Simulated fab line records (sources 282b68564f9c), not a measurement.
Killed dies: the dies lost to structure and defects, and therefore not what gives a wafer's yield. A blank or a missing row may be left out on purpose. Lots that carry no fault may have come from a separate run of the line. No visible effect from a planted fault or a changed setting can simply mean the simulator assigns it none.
fab line records ; flow rit-cmos
record lots=6; wafers=18; last-day=6
route steps=202 shown NWELL@38 PWELL@39 WELLDRIVE@50 NRETRO@53 M1@202
lots with no fault: from the same line, run without faults
start-h: hours from the record's first day to the start of the lot's first wafer shown ; wait-h: hours elapsed since this lot's preceding step ; " the same as in the row above ; L1.1+2: several wafers, shown together as one row ; - either no value or no given start ; * or withheld: withheld ; < > ~ a bound
route shown NAME@n: a module of which the file shows steps, and the number in the route of the first ; usual: average and standard deviation across the fault-free wafers ; same: alike in all rows ; chamber/n: place in a boat ; sites: per-site readings ; _std_site: standard deviation of those values ; _edge_site: the outer-site mean with the inner-site mean subtracted ; radius-mm: how far each site lies from the wafer's centre ; mask NAME#n: copy n ; behind: the tool/chamber that last shaped the wafer ; hold: why the lot was held/for how many hours/how that ended ; device: the n, p or np transistor that did not switch ; end of line: tests run on the same wafers once the route is complete ; a step without rows: its recipe alone ; killed: not the wafer's yield, but the dies lost to structure and defects at the first sort ; map: a wafer's dies, x killed, . not, _ none there
set.NAME: the setting the step ran with; set.NAME@STEP: the setting that earlier step ran with ; model.NAME: the simulator's own value behind a step, which no gauge read
a table for each step, a row for each wafer; lots at some steps of the route
services: from which hour (start-h, from the record's first day; less than 0 if before it) a tool's chamber was out of use, for how many hours, and why
## steps
# step RIT_NWELL_TW_MEAS_10
# usual NWELL_TW=2143/12
lot.wafer;tool;chamber;start-h;wait-h;NWELL_TW
L432.1;film-metro-04;-;32.65;0.1;2153
L432.3;film-metro-04;-;32.65;0.1;2149
L432.4;film-metro-04;-;32.65;0.1;2150
L436.1;film-metro-04;-;50.79;0.1;2154
L436.2;film-metro-04;-;50.79;0.1;2156
L436.5;film-metro-04;-;50.79;0.1;2159
L437.1;film-metro-04;-;56.12;0.1;2161
L437.3;film-metro-04;-;56.12;0.1;2158
L437.4;film-metro-04;-;56.12;0.1;2159
L439.2;film-metro-03;-;65.93;0.1;2157
L439.4;film-metro-03;-;65.93;0.1;2159
L439.6;film-metro-03;-;65.93;0.1;2161
L447.1;film-metro-01;-;108.24;0.1;2119
L447.3;film-metro-01;-;108.24;0.1;2112
L447.5;film-metro-01;-;108.24;0.1;2130
L449.1;film-metro-01;-;116.33;0.1;2129
L449.2;film-metro-01;-;116.33;0.1;2128
L449.4;film-metro-01;-;116.33;0.1;2120
# step RIT_PWELL_HMDS_00
# recipe prime-time-s=60; prime-temp-c=140
# step RIT_PWELL_COAT_01
# recipe resist=NOVOLAK; spin-rpm=2000; resist-thk-nm=1300
# step RIT_PWELL_SOFTBAKE_02
# recipe resist=NOVOLAK; temp-c=90; time-s=60
# step RIT_PWELL_EXPOSE_03
# recipe mask-id=M3; na=0.57; target-cd-nm=43700; dose-mj=250
# step RIT_PWELL_PEB_04
# recipe resist=NOVOLAK; temp-c=withheld; time-s=withheld
# step RIT_PWELL_DEVELOP_05
# recipe resist=NOVOLAK; develop-time-s=68; dev-temp-c=23
# step RIT_PWELL_OVL_MEAS_06
# usual PWELL_OVL=0.3/1.4
lot.wafer;tool;chamber;start-h;wait-h;PWELL_OVL[nm]
L432.1;overlay-02;-;33.71;-;2.2
L432.3;overlay-02;-;33.71;-;-0.9
L432.4;overlay-02;-;33.71;-;1.4
L436.1;overlay-01;-;51.73;-;0.3
L436.2;overlay-01;-;51.73;-;-0.3
L436.5;overlay-01;-;51.73;-;-0.4
L437.1;overlay-02;-;57.29;-;-0.8
L437.3;overlay-02;-;57.29;-;-1.9
L437.4;overlay-02;-;57.29;-;-0.8
L439.2;overlay-01;-;66.87;-;0.6
L439.4;overlay-01;-;66.87;-;-0.4
L439.6;overlay-01;-;66.87;-;0.8
L447.1;overlay-01;-;109.18;-;1.3
L447.3;overlay-01;-;109.18;-;-0.3
L447.5;overlay-01;-;109.18;-;2.1
L449.1;overlay-02;-;117.40;-;-0.8
L449.2;overlay-02;-;117.40;-;-1.7
L449.4;overlay-02;-;117.40;-;0.9
# step RIT_PWELL_HARDBAKE_07
# recipe resist=NOVOLAK; temp-c=140; time-s=120
# step RIT_PWELL_IMPLANT_08
# recipe species=B; energy-kev=170; dose-cm2=7e+13; tilt-deg=7
# step RIT_PWELL_STRIP_09
# recipe chemistry=O2; time-s=180; resist=NOVOLAK; platen-temp-c=withheld; power-w=500; pressure-mtorr=4000; o2-flow-sccm=4000
# usual drypump-motor-current-A=5.9/0.33
lot.wafer;tool;chamber;start-h;wait-h;drypump-motor-current-A;rf-hours-counter-h
L432.1;plasma-asher-03;0;34.15;0.1;6.1;26
L432.3;plasma-asher-03;1;34.15;0.1;5.8;-
L432.4;plasma-asher-03;0;34.15;0.1;6.1;-
L436.1;plasma-asher-03;1;52.17;0.1;5.7;29
L436.2;plasma-asher-03;0;52.17;0.1;6.1;29
L436.5;plasma-asher-03;0;52.17;0.1;6.1;-
L437.1;plasma-asher-02;1;57.73;0.1;6.0;43
L437.3;plasma-asher-02;1;57.73;0.1;6.1;-
L437.4;plasma-asher-02;0;57.73;0.1;6.0;-
L439.2;plasma-asher-03;1;67.30;0.1;5.8;30
L439.4;plasma-asher-03;0;67.30;0.1;6.1;-
L439.6;plasma-asher-03;1;67.30;0.1;5.7;-
L447.1;plasma-asher-04;0;109.61;0.1;6.3;47
L447.3;plasma-asher-04;0;109.61;0.1;6.3;-
L447.5;plasma-asher-04;0;109.61;0.1;6.3;-
L449.1;plasma-asher-03;0;117.83;0.1;6.1;36
L449.2;plasma-asher-03;1;117.83;0.1;5.7;36
L449.4;plasma-asher-03;0;117.83;0.1;6.1;-
# step RIT_PWELL_TW_MEAS_10
# usual PWELL_TW=960/4.2
lot.wafer;tool;chamber;start-h;wait-h;PWELL_TW
L432.1;film-metro-01;-;34.33;0.1;955
L432.3;film-metro-01;-;34.33;0.1;956
L432.4;film-metro-01;-;34.33;0.1;958
L436.1;film-metro-01;-;52.35;0.1;947
L436.2;film-metro-01;-;52.35;0.1;950
L436.5;film-metro-01;-;52.35;0.1;948
L437.1;film-metro-04;-;57.90;0.1;967
L437.3;film-metro-04;-;57.90;0.1;964
L437.4;film-metro-04;-;57.90;0.1;966
L439.2;film-metro-04;-;67.48;0.1;958
L439.4;film-metro-04;-;67.48;0.1;951
L439.6;film-metro-04;-;67.48;0.1;963
L447.1;film-metro-03;-;109.79;0.1;954
L447.3;film-metro-03;-;109.79;0.1;955
L447.5;film-metro-03;-;109.79;0.1;957
L449.1;film-metro-04;-;118.01;0.1;966
L449.2;film-metro-04;-;118.01;0.1;964
L449.4;film-metro-04;-;118.01;0.1;966
# step RIT_WELLDRIVE_ANNEAL_00
# recipe temp-c=1100; time-s=14700; ambient=N2
# usual spike-tc-centre-C=1101.7/0.97; spike-tc-load-C=1126.7/1.9; spike-tc-source-C=1125/4.3; tube-center-temp-C=1100/0.1; tube_center_temp_C_max=1102.8/0.47; zone-power-load-pct=40.8/1.7; zone-power-source-pct=41.2/1.9
lot.wafer;tool;chamber;start-h;wait-h;spike-tc-centre-C;spike-tc-load-C;spike-tc-source-C;tube-center-temp-C;tube_center_temp_C_max;zone-power-load-pct;zone-power-source-pct
L432.1;furnace-02;0;34.39;0.1;1102.4;1126.2;1119;1100;1102.9;43.6;39.6
L432.3;furnace-02;0;34.39;0.1;1101.5;1129.8;1121;1100;1102.7;43.9;40.0
L432.4;furnace-02;0;34.39;0.1;1102.4;1129.7;1119;1100.2;1102.6;44.2;39.4
L436.1;furnace-02;0;52.95;0.6;1103.1;1129.6;1120;1100.2;1102.7;44.2;39.9
L436.2;furnace-02;0;52.95;0.6;1102.0;1128.2;1121;1100.2;1103.0;43.2;40.2
L436.5;furnace-02;0;52.95;0.6;1101.9;1131.2;1120;1100;1102.6;43.8;39.8
L437.1;furnace-01;0;57.96;0.1;1101.4;1128.0;1131;1100.2;1103.3;40.0;39.7
L437.3;furnace-01;0;57.96;0.1;1101.4;1126.8;1129;1099.8;1103.3;40.1;39.9
L437.4;furnace-01;0;57.96;0.1;1101.0;1126.5;1131;1100;1103.0;39.4;40.4
L439.2;furnace-01;0;68.13;0.6;1099.1;1125.7;1129;1099.9;1102.5;40.4;39.9
L439.4;furnace-01;0;68.13;0.6;1100.9;1127.4;1128;1100.1;1104.0;39.7;40.4
L439.6;furnace-01;0;68.13;0.6;1102.0;1127.4;1128;1100.1;1103.2;39.6;40.4
L447.1;furnace-01;0;110.86;1.1;1041.2;1065.8;1068;1039.7;1042.5;34.2;34.6
L447.3;furnace-01;0;110.86;1.1;1041.7;1067.7;1068;1040.1;1043.1;34.6;34.8
L447.5;furnace-01;0;110.86;1.1;1041.3;1066.3;1069;1040.1;1043.1;34.7;35.2
L449.1;furnace-01;0;118.38;0.4;1042.4;1065.2;1070;1039.9;1043.1;35.0;35.2
L449.2;furnace-01;0;118.38;0.4;1042.7;1065.9;1070;1039.8;1042.8;35.0;35.7
L449.4;furnace-01;0;118.38;0.4;1041.5;1066.8;1068;1040.1;1042.9;34.9;35.3
# step RIT_WELLDRIVE_RS_MEAS_01
# recipe thk-meas-gauge=four-point-probe
# usual NWELL_RS=279.7/0.75
lot.wafer;tool;chamber;start-h;wait-h;NWELL_RS[ohm/sq]
L432.1;film-metro-04;-;39.47;0.0;280.4
L432.3;film-metro-04;-;39.47;0.0;279.6
L432.4;film-metro-04;-;39.47;0.0;280.5
L436.1;film-metro-03;-;58.03;0.0;278.7
L436.2;film-metro-03;-;58.03;0.0;279.6
L436.5;film-metro-03;-;58.03;0.0;278.6
L437.1;film-metro-03;-;63.05;0.0;279.4
L437.3;film-metro-03;-;63.05;0.0;278.9
L437.4;film-metro-03;-;63.05;0.0;280.0
L439.2;film-metro-04;-;73.23;0.0;280.0
L439.4;film-metro-04;-;73.23;0.0;279.1
L439.6;film-metro-04;-;73.23;0.0;278.0
L447.1;film-metro-04;-;115.94;0.0;349.3
L447.3;film-metro-04;-;115.94;0.0;350.2
L447.5;film-metro-04;-;115.94;0.0;350.7
L449.1;film-metro-01;-;123.47;0.0;352.0
L449.2;film-metro-01;-;123.47;0.0;352.5
L449.4;film-metro-01;-;123.47;0.0;352.8
# step RIT_WELLDRIVE_RS_MEAS_02
# recipe thk-meas-gauge=four-point-probe
# usual PWELL_RS=429.6/1.4
lot.wafer;tool;chamber;start-h;wait-h;PWELL_RS[ohm/sq]
L432.1;film-metro-04;-;39.59;0.1;427.9
L432.3;film-metro-04;-;39.59;0.1;427.1
L432.4;film-metro-04;-;39.59;0.1;427.7
L436.1;film-metro-03;-;58.15;0.1;429.1
L436.2;film-metro-03;-;58.15;0.1;428.8
L436.5;film-metro-03;-;58.15;0.1;428.4
L437.1;film-metro-03;-;63.17;0.1;426.5
L437.3;film-metro-03;-;63.17;0.1;426.8
L437.4;film-metro-03;-;63.17;0.1;427.3
L439.2;film-metro-04;-;73.35;0.1;428.7
L439.4;film-metro-04;-;73.35;0.1;428.0
L439.6;film-metro-04;-;73.35;0.1;429.4
L447.1;film-metro-04;-;116.06;0.1;496.2
L447.3;film-metro-04;-;116.06;0.1;494.8
L447.5;film-metro-04;-;116.06;0.1;493.9
L449.1;film-metro-01;-;123.59;0.1;496.5
L449.2;film-metro-01;-;123.59;0.1;495.0
L449.4;film-metro-01;-;123.59;0.1;495.5
# step RIT_NRETRO_HMDS_00
# recipe prime-time-s=60; prime-temp-c=140
# step RIT_M1_PROBE_99
# usual killed_at_M0_to_M3=0.0/0.14; killed-at-front-end=6.3/2.8; killed-dies=6.4/2.8; killed-open=3.3/1.7; killed-short=3.1/1.9
# same gross-dies=264; killed_at_M4_up=0; killed-at-back-side=0; killed-at-contacts=0; killed-at-other=0
lot.wafer;tool;chamber;start-h;wait-h;killed_at_M0_to_M3;killed-at-front-end;killed-dies;killed-open;killed-short;model.etest.pmos_0p3.r-on-ohm-um;model.etest.pmos-turned.r-on-ohm-um;model.etest.pmos_0p15.r-on-ohm-um;model.etest.nwell-pinched.rs-ohm-sq;model.etest.pwell.rs-ohm-sq;model.etest.pwell-pinched.rs-ohm-sq;model.etest.pmos_0p15.drive-ua-um;model.etest.pmos-turned.drive-ua-um
L432.1;prober-01;-;68.46;0.1;0;6;6;3;3;6304;3552;2760;345.7;418.4;451.5;259.2;178.8
L432.3;prober-01;-;68.56;0.2;0;11;11;7;4;6418;3604;2801;344.8;420.1;455.8;250.9;177.5
L432.4;prober-01;-;68.61;0.2;0;4;4;3;1;6158;3445;2693;346.4;416.7;461.1;263.7;189.9
L436.1;prober-01;-;87.05;0.1;0;2;2;2;0;6314;3516;2762;340.6;413.4;451.9;257.3;181.7
L436.2;prober-01;-;87.10;0.1;0;4;4;3;1;6408;3599;2842;346.4;411.9;457.6;252;179.4
L436.5;prober-01;-;87.25;0.2;0;6;6;3;3;6483;3651;2893;342.6;409.2;452.4;245.7;175.1
L437.1;prober-02;-;91.37;0.1;0;10;10;1;9;6345;3373;2676;339.3;413.9;448.9;263.1;188.5
L437.3;prober-02;-;91.47;0.2;0;2;2;1;1;6161;3228;2609;344.7;414.5;459.3;273.4;204.6
L437.4;prober-02;-;91.52;0.2;0;4;4;1;3;6268;3281;2688;343.4;412.7;453.7;267.5;203.2
L439.2;prober-02;-;103.09;0.1;1;5;6;2;4;6294;3504;2810;342;413.9;449.8;249.1;182.5
L439.4;prober-02;-;103.19;0.2;0;8;8;6;2;6280;3519;2774;337.3;410.6;442.6;250.4;182
L439.6;prober-02;-;103.29;0.2;0;5;5;2;3;6377;3532;2816;339.8;411.9;447.9;249.9;179.5
L447.1;prober-02;-;146.34;0.1;0;7;7;4;3;7272;4193;3245;507.4;495.9;526.1;202.9;137.8
L447.3;prober-02;-;146.44;0.2;0;4;4;2;2;7166;4116;3201;516.1;495.6;532.1;208;142.1
L447.5;prober-02;-;146.54;0.2;0;4;4;2;2;7241;4162;3233;522.8;490.3;531.7;206.5;141.6
L449.1;prober-02;-;151.42;0.1;0;0;0;0;0;6879;3877;3026;514.5;484.9;520.4;220.3;156.4
L449.2;prober-02;-;151.47;0.1;0;6;6;3;3;6867;3754;2954;510.5;484;521.5;226.9;161.8
L449.4;prober-02;-;151.57;0.2;0;4;4;2;2;7042;3955;3140;519.7;486.5;532.8;214.6;149.3
# killed by level:class
L432.1 SILICIDE:geometric-particle:open=2 FOX1:geometric-particle:short=1 GATE:geometric-particle:open=1 SPACER:geometric-particle:short=1 SILICIDE:geometric-particle:short=1
L432.3 GATE:geometric-particle:open=5 GATE:geometric-particle:short=2 FOX2:geometric-particle:open=1 REOX:geometric-particle:short=1 SPACER:geometric-particle:open=1 SILICIDE:geometric-particle:short=1
L432.4 FOX1:geometric-particle:short=1 GATE:geometric-particle:open=1 REOX:geometric-particle:open=1 SILICIDE:geometric-particle:open=1
L436.1 GATE:geometric-particle:open=1 SILICIDE:geometric-particle:open=1
L436.2 FOX2:geometric-particle:open=2 GATE:geometric-particle:short=1 REOX:geometric-particle:open=1
L436.5 GATE:geometric-particle:short=2 FOX1:geometric-particle:short=1 FOX2:geometric-particle:open=1 SPACER:geometric-particle:open=1 SILICIDE:geometric-particle:open=1
L437.1 GATE:geometric-particle:short=5 FOX2:geometric-particle:short=3 FOX1:geometric-particle:short=1 GATE:geometric-particle:open=1
L437.3 FOX1:geometric-particle:open=1 SILICIDE:geometric-particle:short=1
L437.4 FOX1:geometric-particle:short=1 GATE:geometric-particle:short=1 GATE:geometric-particle:open=1 SILICIDE:geometric-particle:short=1
L439.2 SPACER:geometric-particle:open=2 SPACER:geometric-particle:short=2 REOX:geometric-particle:short=1 M1:geometric-particle:short=1
L439.4 GATE:geometric-particle:open=3 SPACER:geometric-particle:open=2 REOX:geometric-particle:short=1 REOX:geometric-particle:open=1 SPACER:geometric-particle:short=1
L439.6 FOX2:geometric-particle:short=1 GATE:geometric-particle:short=1 REOX:geometric-particle:open=1 SPACER:geometric-particle:open=1 SPACER:geometric-particle:short=1
L447.1 FOX1:geometric-particle:short=2 GATE:geometric-particle:open=2 FOX2:geometric-particle:short=1 FOX2:geometric-particle:open=1 SILICIDE:geometric-particle:open=1
L447.3 ACTIVE:geometric-particle:open=1 GATE:geometric-particle:short=1 GATE:geometric-particle:open=1 SPACER:geometric-particle:short=1
L447.5 GATE:geometric-particle:short=2 GATE:geometric-particle:open=1 SILICIDE:geometric-particle:open=1
L449.1
L449.2 FOX1:geometric-particle:short=1 FOX1:geometric-particle:open=1 REOX:geometric-particle:open=1 SPACER:geometric-particle:short=1 SILICIDE:geometric-particle:open=1 SILICIDE:geometric-particle:short=1
L449.4 REOX:geometric-particle:short=2 FOX2:geometric-particle:open=1 GATE:geometric-particle:open=1
## services
tool;chamber;start-h;hours;kind
plasma-asher-04;-;40.20;13.1;repair
plasma-asher-03;-;71.77;2.8;pm
furnace-02;-;78.14;4.1;pm
plasma-asher-04;-;83.19;3.2;repair
## key
first-sign step=RIT_WELLDRIVE_ANNEAL_00; reading=tube-center-temp-C; direction=down; sigmas=99+; usual=*; struck=*
effect step=RIT_WELLDRIVE_ANNEAL_00; reading=tube_center_temp_C_max; direction=down; sigmas=99+; usual=*; struck=*
effect step=RIT_WELLDRIVE_RS_MEAS_01; reading=NWELL_RS; direction=up; sigmas=96; usual=279.7; struck=351.2
effect step=RIT_WELLDRIVE_RS_MEAS_02; reading=PWELL_RS; direction=up; sigmas=48; usual=429.6; struck=495.3
model-effect step=RIT_M1_PROBE_99; value=etest.pmos_0p3.r-on-ohm-um; without=6401; struck=7078
met-at RIT_WELLDRIVE_ANNEAL_00
struck-wafers L447.1,L447.3,L447.5,L449.1,L449.2,L449.4
tester-left-out L447,L449
onset-between 68.13 110.86
fault kind=process-parameter-drift; tool=furnace-01; chamber=-; onset-h=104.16; steps=RIT_WELLDRIVE_ANNEAL_00; channel=temp-c; offset=*; shape=step; end-h=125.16; acts-in=*; stated=*
# tester-left-out: of these lots the tester's yield and bins aren't shown, on N5 and GAA mostly nor the transistor test; their killed dies are dies lost to structure and defects alone, not to doping, threshold or leakage, so they don't give the yield
